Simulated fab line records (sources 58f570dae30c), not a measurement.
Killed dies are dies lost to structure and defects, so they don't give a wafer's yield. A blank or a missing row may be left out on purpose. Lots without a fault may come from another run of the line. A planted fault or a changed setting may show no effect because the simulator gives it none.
Comparing a struck lot with a sound one :: flow berkeley_cmos170 :: 43 out of 331 route steps
Sound: wafers L510.1, L510.2, L510.4. The struck wafers were L505.1, L505.4, L505.6. The cause comes at the end.
Each step with rows lists, per side, the tool, then ch with its chambers, then its first start. Under that, the readings that differ: sound wafers :: struck wafers :: difference of the means :: sigmas: that difference in standard deviations of wafers without a fault.
alike: words and numbers the same on both sides, and readings whose means are apart by under 2 such deviations; not compared: readings that were withheld, readings missing a value for some wafer, numbers with overlapping values and no deviation given by the record, and bounds like >300 which may hide the same value.
The two part at a step that has a row with sigmas, a row that says differs or no value, or rows on one side only. Non-overlapping numbers with no deviation appear without sigmas and do not part them. A reading that every wafer of one side lacks parts them only if that side has two wafers or more.

UCB170_NVT_OVL_MEAS_06:
  sound on overlay-02, day 9 16:01; struck on overlay-02, day 8 05:30
  alike: NVT_OVL
following that, these wafers have no rows for 1 step: UCB170_NVT_IMPLANT_07.
UCB170_NVT_STRIP_08: strips in O2.
  sound on plasma_asher-01 ch 0,1, day 9 16:12; struck on plasma_asher-04 ch 0,1, day 8 05:41
  alike: drypump_motor_current_A, oes_product_au, strip_time_to_endpoint_s
  not compared: rf_hours_counter_h
UCB170_NVT_TW_MEAS_09:
  sound on film_metro-01, day 9 16:26; struck on film_metro-03, day 8 05:47
  alike: NVT_TW
then, 7 steps without rows for these wafers: UCB170_NVT_CLEAN_10 (cleans in SPM, time 600 s); UCB170_PVT_HMDS_00 (prime time 60 s); UCB170_PVT_COAT_01 (resist thk 900 nm); UCB170_PVT_SOFTBAKE_02 (time 60 s); UCB170_PVT_EXPOSE_03 (exposes mask NWELL, target cd 3000 nm); UCB170_PVT_PEB_04; UCB170_PVT_DEVELOP_05 (develop time 45 s).
UCB170_PVT_OVL_MEAS_06:
  sound on overlay-02, day 9 18:25; struck on overlay-01, day 8 07:55
  alike: PVT_OVL
UCB170_PVT_IMPLANT_07:
  sound on implanter-04 ch 0, day 9 18:31; struck on implanter-03 ch 0, day 8 07:57
  alike: beam_on_s, faraday_current_uA
UCB170_PVT_STRIP_08: strips in O2.
  sound on plasma_asher-03 ch 0,1, day 9 18:40; struck on plasma_asher-01 ch 0,1, day 8 08:06
  alike: drypump_motor_current_A, oes_product_au, strip_time_to_endpoint_s
  not compared: rf_hours_counter_h
UCB170_PVT_TW_MEAS_09:
  sound on film_metro-01, day 9 18:46; struck on film_metro-04, day 8 08:12
  alike: PVT_TW
then, 1 step without rows for these wafers: UCB170_GATE_WET_ETCH_00 (etches SiO2 in dHF, time 200 s).
UCB170_FIELD_THK_MEAS_91:
  sound on film_metro-02, day 9 18:53; struck on film_metro-04, day 8 08:52
  alike: FIELD_OXIDE_LEFT_2_THK
then, 1 step without rows for these wafers: UCB170_GATE_OXIDATION_01 (target thk 6.6 nm, ox time 1800 s).
UCB170_GATE_THK_MEAS_02:
  sound on film_metro-04, day 10 01:07; struck on film_metro-03, day 8 12:54
  alike: GATE_OXIDE_THK
then, 2 steps without rows for these wafers: UCB170_GATE_ANNEAL_03 (time 1800 s); UCB170_GATE_CVD_04 (deposits poly-Si from SiH4, time 1440 s, target thk 214 nm).
UCB170_GATE_THK_MEAS_05:
  sound on film_metro-01, day 10 07:33; struck on film_metro-01, day 8 20:29
  alike: GATE_POLY_THK
then, 6 steps without rows for these wafers: UCB170_GATE_COAT_06; UCB170_GATE_COAT_07 (resist thk 900 nm); UCB170_GATE_SOFTBAKE_08 (time 60 s); UCB170_GATE_EXPOSE_09 (exposes mask POLY, target cd 350 nm); UCB170_GATE_PEB_10; UCB170_GATE_DEVELOP_11 (develop time 45 s).
UCB170_GATE_CD_MEAS_12 targets a cd of 350 nm.
  sound on cd_sem-01, day 10 09:06; struck on cd_sem-01, day 8 21:52
  alike: cd_nm
UCB170_GATE_OVL_MEAS_13:
  sound on overlay-01, day 10 09:13; struck on overlay-02, day 8 21:59
  alike: GATE_OVL
UCB170_GATE_ETCH_14: etches BARC in N2/H2.
  sound on rie_diel-04 ch 1,2,3, day 10 09:15; struck on rie_diel-01 ch 1,3, day 8 22:02
  alike: bias_w, drypump_motor_current_A, oes_product_au, throttle_valve_pct
UCB170_GATE_ETCH_15: etches poly-Si in HBr/Cl2, stops on SiO2, time 56.3 s, target depth 278.2 nm.
  sound on rie_si-02 ch 0,1,2, day 10 09:18; struck on rie_si-01 ch 0,2, day 8 22:04
  alike: bias_w, drypump_motor_current_A, mfc_cl2_sccm, oes_product_au, throttle_valve_pct
  not compared: rf_hours_counter_h
UCB170_GATE_STRIP_16: strips in O2.
  sound on plasma_asher-01 ch 0,1, day 10 09:20; struck on plasma_asher-02 ch 0,1, day 8 22:07
  alike: drypump_motor_current_A, oes_product_au
  not compared: rf_hours_counter_h
UCB170_GATE_CD_MEAS_90 targets a cd of 350 nm.
  sound on cd_sem-01, day 10 09:26; struck on cd_sem-02, day 8 22:15
  alike: cd_nm
then, 7 steps without rows for these wafers: UCB170_GATE_CLEAN_17 (cleans in SPM, time 600 s); UCB170_PLDD_HMDS_00 (prime time 60 s); UCB170_PLDD_COAT_01 (resist thk 900 nm); UCB170_PLDD_SOFTBAKE_02 (time 60 s); UCB170_PLDD_EXPOSE_03 (exposes mask PSELECT, target cd 1200 nm); UCB170_PLDD_PEB_04; UCB170_PLDD_DEVELOP_05 (develop time 45 s).
UCB170_PLDD_CD_MEAS_06 targets a cd of 1200 nm.
  sound on cd_sem-02, day 10 10:58; struck on cd_sem-02, day 8 23:50
  alike: cd_nm
UCB170_M3_PROBE_99:
  sound on prober-01, day 11 22:34; struck on prober-02, day 10 10:34
reading: model.etest.pmos_0p35.drive_ua_um_range
sound: 6.475 2.95 7.13
struck: 15.76 15.22 16.84
difference: +10.42
sigmas: 

reading: model.etest.pmos_0p35.vt_v_range
sound: 0.006205 0.008766 0.01245
struck: 0.06376 0.06019 0.05656
difference: +0.05103
sigmas: 

## WHERE THEY PART
Nowhere in this record.

WHY: what had been put in by the simulator
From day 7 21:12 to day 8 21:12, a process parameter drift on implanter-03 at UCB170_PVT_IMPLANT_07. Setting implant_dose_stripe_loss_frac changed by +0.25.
